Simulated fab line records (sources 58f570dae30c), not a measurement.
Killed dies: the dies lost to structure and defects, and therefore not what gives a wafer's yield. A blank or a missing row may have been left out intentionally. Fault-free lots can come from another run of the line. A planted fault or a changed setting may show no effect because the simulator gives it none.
A sampling plan put to the test / flow berkeley cmos170 / one fab line, 33 faults that these records tell of, each judged on the records of the lots that it struck; 1 more is left out, because the records don't allow judging it
What counts as the plan is the set of the line's own looks, namely the steps on the route at which a gauge or an inspection reads a wafer and does not change it. A look can be judged if struck wafers have a number there and the file gives its usual mean and standard deviation on fault-free wafers. Caught: 4 or more of those standard deviations (sigma) separate the usual mean from the mean of the struck wafers at a look after the fault's first step. On the tool: the test repeated on the tool's own readings taken at the fault's steps. A different recipe on the struck wafers counts as caught too, as does a record blank only for those wafers.

## THE FAULTS, as the simulator had put them in
1. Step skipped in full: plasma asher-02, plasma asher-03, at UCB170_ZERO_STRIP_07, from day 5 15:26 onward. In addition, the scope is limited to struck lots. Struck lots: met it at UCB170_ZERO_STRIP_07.
2. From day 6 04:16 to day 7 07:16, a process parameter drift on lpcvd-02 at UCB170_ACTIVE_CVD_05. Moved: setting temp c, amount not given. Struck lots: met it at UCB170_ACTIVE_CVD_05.
3. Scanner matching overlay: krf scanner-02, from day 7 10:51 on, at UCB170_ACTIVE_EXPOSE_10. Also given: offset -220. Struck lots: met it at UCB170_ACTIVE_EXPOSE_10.
4. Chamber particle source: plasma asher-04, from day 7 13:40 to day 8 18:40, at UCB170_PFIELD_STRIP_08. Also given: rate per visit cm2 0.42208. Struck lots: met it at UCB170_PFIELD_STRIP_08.
5. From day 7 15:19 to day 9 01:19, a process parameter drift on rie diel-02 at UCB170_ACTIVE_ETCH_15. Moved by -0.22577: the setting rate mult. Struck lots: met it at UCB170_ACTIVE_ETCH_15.
6. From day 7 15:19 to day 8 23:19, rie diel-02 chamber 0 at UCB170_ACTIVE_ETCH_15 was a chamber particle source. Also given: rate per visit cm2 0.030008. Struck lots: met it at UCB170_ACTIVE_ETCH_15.
7. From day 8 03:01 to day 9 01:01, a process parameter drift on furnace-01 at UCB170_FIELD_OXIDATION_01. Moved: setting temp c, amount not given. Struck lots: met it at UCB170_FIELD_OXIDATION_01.
8. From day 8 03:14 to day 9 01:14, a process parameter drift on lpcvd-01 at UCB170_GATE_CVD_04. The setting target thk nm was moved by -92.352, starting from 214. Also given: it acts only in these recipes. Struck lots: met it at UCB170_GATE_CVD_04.
9. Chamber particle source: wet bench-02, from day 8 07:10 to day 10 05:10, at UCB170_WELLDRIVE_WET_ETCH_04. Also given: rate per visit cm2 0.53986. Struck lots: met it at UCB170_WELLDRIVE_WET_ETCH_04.
10. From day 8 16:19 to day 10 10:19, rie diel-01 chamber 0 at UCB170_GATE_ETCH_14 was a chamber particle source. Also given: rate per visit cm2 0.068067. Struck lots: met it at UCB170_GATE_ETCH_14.
11. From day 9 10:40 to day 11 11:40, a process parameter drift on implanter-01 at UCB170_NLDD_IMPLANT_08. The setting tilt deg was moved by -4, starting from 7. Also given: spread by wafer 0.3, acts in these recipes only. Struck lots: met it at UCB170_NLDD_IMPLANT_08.
12. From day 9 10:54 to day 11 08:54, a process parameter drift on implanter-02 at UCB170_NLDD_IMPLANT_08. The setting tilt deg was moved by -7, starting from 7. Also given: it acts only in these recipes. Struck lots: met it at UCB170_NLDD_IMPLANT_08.
13. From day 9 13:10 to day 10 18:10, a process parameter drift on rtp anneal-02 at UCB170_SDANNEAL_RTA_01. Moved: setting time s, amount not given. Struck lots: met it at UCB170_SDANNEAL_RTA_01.
14. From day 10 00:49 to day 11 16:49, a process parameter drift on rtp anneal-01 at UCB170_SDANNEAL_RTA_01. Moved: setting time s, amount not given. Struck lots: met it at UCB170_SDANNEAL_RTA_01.
15. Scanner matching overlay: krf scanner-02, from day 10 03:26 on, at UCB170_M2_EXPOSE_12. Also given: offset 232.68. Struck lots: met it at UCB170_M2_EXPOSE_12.
16. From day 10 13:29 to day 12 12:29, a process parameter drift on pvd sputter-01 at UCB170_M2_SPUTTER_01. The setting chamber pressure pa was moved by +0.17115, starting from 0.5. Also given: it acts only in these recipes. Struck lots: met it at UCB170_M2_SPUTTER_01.
17. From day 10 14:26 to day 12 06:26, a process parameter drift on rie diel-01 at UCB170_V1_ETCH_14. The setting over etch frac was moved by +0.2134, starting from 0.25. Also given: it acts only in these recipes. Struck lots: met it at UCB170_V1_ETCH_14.
18. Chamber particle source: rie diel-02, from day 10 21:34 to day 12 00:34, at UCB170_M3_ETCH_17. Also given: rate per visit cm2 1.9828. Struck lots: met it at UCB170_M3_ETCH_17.
19. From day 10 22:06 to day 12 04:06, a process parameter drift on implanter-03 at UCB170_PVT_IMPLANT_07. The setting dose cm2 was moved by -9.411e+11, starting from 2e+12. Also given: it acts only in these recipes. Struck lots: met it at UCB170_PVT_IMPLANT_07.
20. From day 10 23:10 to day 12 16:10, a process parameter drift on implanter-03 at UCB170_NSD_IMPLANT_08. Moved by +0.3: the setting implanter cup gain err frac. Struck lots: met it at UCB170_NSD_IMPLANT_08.
21. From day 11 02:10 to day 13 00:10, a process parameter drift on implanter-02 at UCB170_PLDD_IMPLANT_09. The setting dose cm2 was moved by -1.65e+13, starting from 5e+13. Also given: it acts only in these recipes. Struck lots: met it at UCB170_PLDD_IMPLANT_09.
22. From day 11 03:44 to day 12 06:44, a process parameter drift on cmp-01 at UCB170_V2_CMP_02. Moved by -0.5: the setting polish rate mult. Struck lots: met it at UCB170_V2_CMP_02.
23. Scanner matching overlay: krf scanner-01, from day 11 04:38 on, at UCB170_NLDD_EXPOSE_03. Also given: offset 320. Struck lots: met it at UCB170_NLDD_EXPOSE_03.
24. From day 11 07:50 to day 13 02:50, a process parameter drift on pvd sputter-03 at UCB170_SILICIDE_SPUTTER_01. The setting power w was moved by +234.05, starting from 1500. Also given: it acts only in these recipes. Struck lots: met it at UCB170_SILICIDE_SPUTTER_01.
25. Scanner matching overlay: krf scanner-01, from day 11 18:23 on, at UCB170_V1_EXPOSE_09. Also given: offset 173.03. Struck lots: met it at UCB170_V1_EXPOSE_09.
26. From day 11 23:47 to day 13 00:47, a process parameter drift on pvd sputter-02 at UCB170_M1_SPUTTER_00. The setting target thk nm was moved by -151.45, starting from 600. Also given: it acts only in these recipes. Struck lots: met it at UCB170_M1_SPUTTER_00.
27. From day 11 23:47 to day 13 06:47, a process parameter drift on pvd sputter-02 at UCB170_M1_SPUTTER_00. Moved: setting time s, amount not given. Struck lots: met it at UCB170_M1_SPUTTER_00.
28. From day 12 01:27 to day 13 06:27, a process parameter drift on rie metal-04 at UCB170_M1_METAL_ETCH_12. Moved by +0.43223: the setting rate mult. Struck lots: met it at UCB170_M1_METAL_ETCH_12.
29. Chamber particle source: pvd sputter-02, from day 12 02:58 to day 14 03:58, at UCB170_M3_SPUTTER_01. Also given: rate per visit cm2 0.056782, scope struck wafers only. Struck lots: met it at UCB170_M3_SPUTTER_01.
30. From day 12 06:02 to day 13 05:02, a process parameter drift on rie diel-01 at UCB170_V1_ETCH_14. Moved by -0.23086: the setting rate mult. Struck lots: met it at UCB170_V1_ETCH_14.
31. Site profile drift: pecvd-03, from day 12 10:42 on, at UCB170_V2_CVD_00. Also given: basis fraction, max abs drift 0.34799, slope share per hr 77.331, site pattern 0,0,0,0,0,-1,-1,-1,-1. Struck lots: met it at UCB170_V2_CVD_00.
32. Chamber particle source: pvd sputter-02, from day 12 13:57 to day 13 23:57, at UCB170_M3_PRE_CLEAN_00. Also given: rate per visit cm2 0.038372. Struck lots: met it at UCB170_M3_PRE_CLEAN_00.
33. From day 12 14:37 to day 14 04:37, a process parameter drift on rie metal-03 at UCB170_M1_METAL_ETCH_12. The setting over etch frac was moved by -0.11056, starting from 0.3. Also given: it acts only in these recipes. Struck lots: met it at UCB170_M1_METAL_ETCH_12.

## WHAT THE PLAN SAW
fault=1; on the tool itself=the tool's record is blank for the struck wafers; first look that catches it=no look after it can be judged; reading, sigma=-; median hours from its first step to that look=-; hours from the fault's start to the first struck lot there=-; judged looks passed uncaught=0
fault=2; on the tool itself=susceptor temp C +99 or beyond sigma; first look that catches it=UCB170_ACTIVE_THK_MEAS_06; reading, sigma=ACTIVE_NITRIDE_THK +85; median hours from its first step to that look=1.9; hours from the fault's start to the first struck lot there=6; judged looks passed uncaught=0
fault=3; on the tool itself=no reading that can be judged; first look that catches it=UCB170_ACTIVE_OVL_MEAS_14; reading, sigma=ACTIVE_OVL -31; median hours from its first step to that look=0.7; hours from the fault's start to the first struck lot there=1; judged looks passed uncaught=0
fault=4; on the tool itself=under 2 sigma; first look that catches it=not the one look that can be judged after it; reading, sigma=-; median hours from its first step to that look=-; hours from the fault's start to the first struck lot there=-; judged looks passed uncaught=1
fault=5; on the tool itself=oes product au -6.9 sigma; first look that catches it=no look after it can be judged; reading, sigma=-; median hours from its first step to that look=-; hours from the fault's start to the first struck lot there=-; judged looks passed uncaught=0
fault=6; on the tool itself=under 2 sigma; first look that catches it=none of the 7 looks that can be judged after it; reading, sigma=-; median hours from its first step to that look=-; hours from the fault's start to the first struck lot there=-; judged looks passed uncaught=7
fault=7; on the tool itself=tube center temp C +99 or beyond sigma; first look that catches it=UCB170_FIELD_THK_MEAS_02; reading, sigma=FIELD_OXIDE_THK +10; median hours from its first step to that look=3.0; hours from the fault's start to the first struck lot there=12; judged looks passed uncaught=0
fault=8; on the tool itself=under 2 sigma; first look that catches it=UCB170_GATE_THK_MEAS_05; reading, sigma=GATE_POLY_THK -43; median hours from its first step to that look=2.2; hours from the fault's start to the first struck lot there=11; judged looks passed uncaught=0
fault=9; on the tool itself=no reading that can be judged; first look that catches it=no look after it can be judged; reading, sigma=-; median hours from its first step to that look=-; hours from the fault's start to the first struck lot there=-; judged looks passed uncaught=0
fault=10; on the tool itself=under 2 sigma; first look that catches it=none of the 2 looks that can be judged after it; reading, sigma=-; median hours from its first step to that look=-; hours from the fault's start to the first struck lot there=-; judged looks passed uncaught=2
fault=11; on the tool itself=under 2 sigma; first look that catches it=UCB170_SDANNEAL_RS_MEAS_05; reading, sigma=NLDD_RS -37; median hours from its first step to that look=12.8; hours from the fault's start to the first struck lot there=26; judged looks passed uncaught=2
fault=12; on the tool itself=tilt deg -99 or beyond sigma; first look that catches it=UCB170_NLDD_TW_MEAS_11; reading, sigma=NLDD_TW -7.1; median hours from its first step to that look=0.4; hours from the fault's start to the first struck lot there=14; judged looks passed uncaught=0
fault=13; on the tool itself=under 2 sigma; first look that catches it=UCB170_SDANNEAL_RS_MEAS_02; reading, sigma=PSD_RS -23; median hours from its first step to that look=0.1; hours from the fault's start to the first struck lot there=0; judged looks passed uncaught=0
fault=14; on the tool itself=under 2 sigma; first look that catches it=UCB170_SDANNEAL_RS_MEAS_02; reading, sigma=PSD_RS -79; median hours from its first step to that look=0.1; hours from the fault's start to the first struck lot there=12; judged looks passed uncaught=0
fault=15; on the tool itself=no reading that can be judged; first look that catches it=UCB170_M2_OVL_MEAS_16; reading, sigma=M2_OVL +36; median hours from its first step to that look=0.5; hours from the fault's start to the first struck lot there=1; judged looks passed uncaught=0
fault=16; on the tool itself=chamber pressure pa +99 or beyond sigma; first look that catches it=UCB170_M2_RS_MEAS_02; reading, sigma=M2_AL_RS +10; median hours from its first step to that look=0.1; hours from the fault's start to the first struck lot there=10; judged looks passed uncaught=0
fault=17; on the tool itself=oes product au -7.4 sigma; first look that catches it=no look after it can be judged; reading, sigma=-; median hours from its first step to that look=-; hours from the fault's start to the first struck lot there=-; judged looks passed uncaught=0
fault=18; on the tool itself=under 2 sigma; first look that catches it=no look after it can be judged; reading, sigma=-; median hours from its first step to that look=-; hours from the fault's start to the first struck lot there=-; judged looks passed uncaught=0
fault=19; on the tool itself=dose ions cm2 -99 or beyond sigma; first look that catches it=UCB170_PVT_TW_MEAS_09; reading, sigma=PVT_TW -33; median hours from its first step to that look=0.2; hours from the fault's start to the first struck lot there=10; judged looks passed uncaught=0
fault=20; on the tool itself=faraday current uA +14 sigma; first look that catches it=UCB170_NSD_TW_MEAS_10; reading, sigma=NSD_TW -4.0; median hours from its first step to that look=0.2; hours from the fault's start to the first struck lot there=12; judged looks passed uncaught=0
fault=21; on the tool itself=dose ions cm2 -99 or beyond sigma; first look that catches it=UCB170_PLDD_TW_MEAS_11; reading, sigma=PLDD_TW -12; median hours from its first step to that look=0.2; hours from the fault's start to the first struck lot there=5; judged looks passed uncaught=0
fault=22; on the tool itself=under 2 sigma; first look that catches it=UCB170_V2_THK_MEAS_04; reading, sigma=V2_POLISHED_THK +99 or beyond; median hours from its first step to that look=0.4; hours from the fault's start to the first struck lot there=2; judged looks passed uncaught=0
fault=23; on the tool itself=under 2 sigma; first look that catches it=UCB170_NLDD_OVL_MEAS_07; reading, sigma=NLDD_OVL +51; median hours from its first step to that look=0.6; hours from the fault's start to the first struck lot there=4; judged looks passed uncaught=0
fault=24; on the tool itself=cathode dc power W +99 or beyond sigma; first look that catches it=UCB170_SILICIDE_RS_MEAS_02; reading, sigma=SILICIDE_TI_RS -10; median hours from its first step to that look=0.0; hours from the fault's start to the first struck lot there=7; judged looks passed uncaught=0
fault=25; on the tool itself=under 2 sigma; first look that catches it=UCB170_V1_OVL_MEAS_13; reading, sigma=V1_OVL +29; median hours from its first step to that look=0.9; hours from the fault's start to the first struck lot there=8; judged looks passed uncaught=0
fault=26; on the tool itself=under 2 sigma; first look that catches it=UCB170_M1_RS_MEAS_01; reading, sigma=M1_AL_RS +25; median hours from its first step to that look=0.1; hours from the fault's start to the first struck lot there=3; judged looks passed uncaught=0
fault=27; on the tool itself=under 2 sigma; first look that catches it=UCB170_M1_RS_MEAS_01; reading, sigma=M1_AL_RS +11; median hours from its first step to that look=0.1; hours from the fault's start to the first struck lot there=3; judged looks passed uncaught=0
fault=28; on the tool itself=under 2 sigma; first look that catches it=UCB170_M1_CD_MEAS_90; reading, sigma=cd nm -5.3; median hours from its first step to that look=0.3; hours from the fault's start to the first struck lot there=4; judged looks passed uncaught=0
fault=29; on the tool itself=under 2 sigma; first look that catches it=none of the 6 looks that can be judged after it; reading, sigma=-; median hours from its first step to that look=-; hours from the fault's start to the first struck lot there=-; judged looks passed uncaught=6
fault=30; on the tool itself=only faintly: oes product au -2.0 sigma; first look that catches it=no look after it can be judged; reading, sigma=-; median hours from its first step to that look=-; hours from the fault's start to the first struck lot there=-; judged looks passed uncaught=0
fault=31; on the tool itself=under 2 sigma; first look that catches it=UCB170_V2_THK_MEAS_01; reading, sigma=V2_TEOS_THK -12; median hours from its first step to that look=0.2; hours from the fault's start to the first struck lot there=3; judged looks passed uncaught=0
fault=32; on the tool itself=no reading that can be judged; first look that catches it=no look after it can be judged; reading, sigma=-; median hours from its first step to that look=-; hours from the fault's start to the first struck lot there=-; judged looks passed uncaught=0
fault=33; on the tool itself=only faintly: oes product au +2.1 sigma; first look that catches it=no look after it can be judged; reading, sigma=-; median hours from its first step to that look=-; hours from the fault's start to the first struck lot there=-; judged looks passed uncaught=0
Dash: fault not caught, or number not given in these records.

Caught at a look: 21 of 33. Caught on the tool: 11 of 33. By one or the other: 24 of 33.
Caught on the tool alone: faults 1, 5, 17.
Caught at a look alone: faults 3, 8, 11, 13, 14, 15, 22, 23, 25, 26, 27, 28, 31.
Caught by neither: faults 4, 6, 9, 10, 18, 29, 30, 32, 33.

## THINNER SAMPLING
If the look that catches a fault measured only every second or every third lot, by lot number, the first struck lot would be measured this late in the worst case:
fault=2; struck lots at that look, in order of time=L528, L527; every lot=6 h; every second lot=6 h; every third lot=may miss all 2
fault=3; struck lots at that look, in order of time=L691, L696; every lot=1 h; every second lot=19 h; every third lot=may miss all 2
fault=7; struck lots at that look, in order of time=L926, L927; every lot=12 h; every second lot=12 h; every third lot=may miss all 2
fault=8; struck lots at that look, in order of time=L708, L709, L706, L707; every lot=11 h; every second lot=11 h; every third lot=12 h
fault=11; struck lots at that look, in order of time=L312; every lot=26 h; every second lot=may miss it; every third lot=may miss it
fault=12; struck lots at that look, in order of time=L522, L525, L528; every lot=14 h; every second lot=22 h; every third lot=may miss all 3
fault=13; struck lots at that look, in order of time=L247, L251; every lot=0 h; every second lot=may miss all 2; every third lot=may miss all 2
fault=14; struck lots at that look, in order of time=L692, L690; every lot=12 h; every second lot=may miss all 2; every third lot=may miss all 2
fault=15; struck lots at that look, in order of time=L470, L471; every lot=1 h; every second lot=2 h; every third lot=may miss all 2
fault=16; struck lots at that look, in order of time=L960, L962; every lot=10 h; every second lot=may miss all 2; every third lot=may miss all 2
fault=19; struck lots at that look, in order of time=L474, L477; every lot=10 h; every second lot=17 h; every third lot=may miss all 2
fault=20; struck lots at that look, in order of time=L256, L258; every lot=12 h; every second lot=may miss all 2; every third lot=may miss all 2
fault=21; struck lots at that look, in order of time=L778, L780; every lot=5 h; every second lot=may miss all 2; every third lot=may miss all 2
fault=22; struck lots at that look, in order of time=L783, L786; every lot=2 h; every second lot=12 h; every third lot=may miss all 2
fault=23; struck lots at that look, in order of time=L874, L875, L876; every lot=4 h; every second lot=4 h; every third lot=21 h
fault=24; struck lots at that look, in order of time=L925, L927; every lot=7 h; every second lot=may miss all 2; every third lot=may miss all 2
fault=25; struck lots at that look, in order of time=L490, L491, L493, L492; every lot=8 h; every second lot=9 h; every third lot=17 h
fault=26; struck lots at that look, in order of time=L606, L610; every lot=3 h; every second lot=may miss all 2; every third lot=may miss all 2
fault=27; struck lots at that look, in order of time=L257, L261; every lot=3 h; every second lot=may miss all 2; every third lot=may miss all 2
fault=28; struck lots at that look, in order of time=L518, L522; every lot=4 h; every second lot=may miss all 2; every third lot=may miss all 2
fault=31; struck lots at that look, in order of time=L239, L241; every lot=3 h; every second lot=may miss all 2; every third lot=may miss all 2
The hour figures run from when the fault began to the first measured lot among those it struck. The test against the limit of 4 sigma pooled every struck wafer, which means one lot taken alone may stay below that limit. Other struck lots may not be in these records.

## THE LONGEST TIMED WAY FROM STEP TO LOOK
For fault 11, UCB170_NLDD_IMPLANT_08 and UCB170_SDANNEAL_RS_MEAS_05 are separated by a median of 12.8 hours. The looks between them that can be judged stayed within 4 sigma: UCB170_PSD_CD_MEAS_06, UCB170_NSD_OVL_MEAS_07.
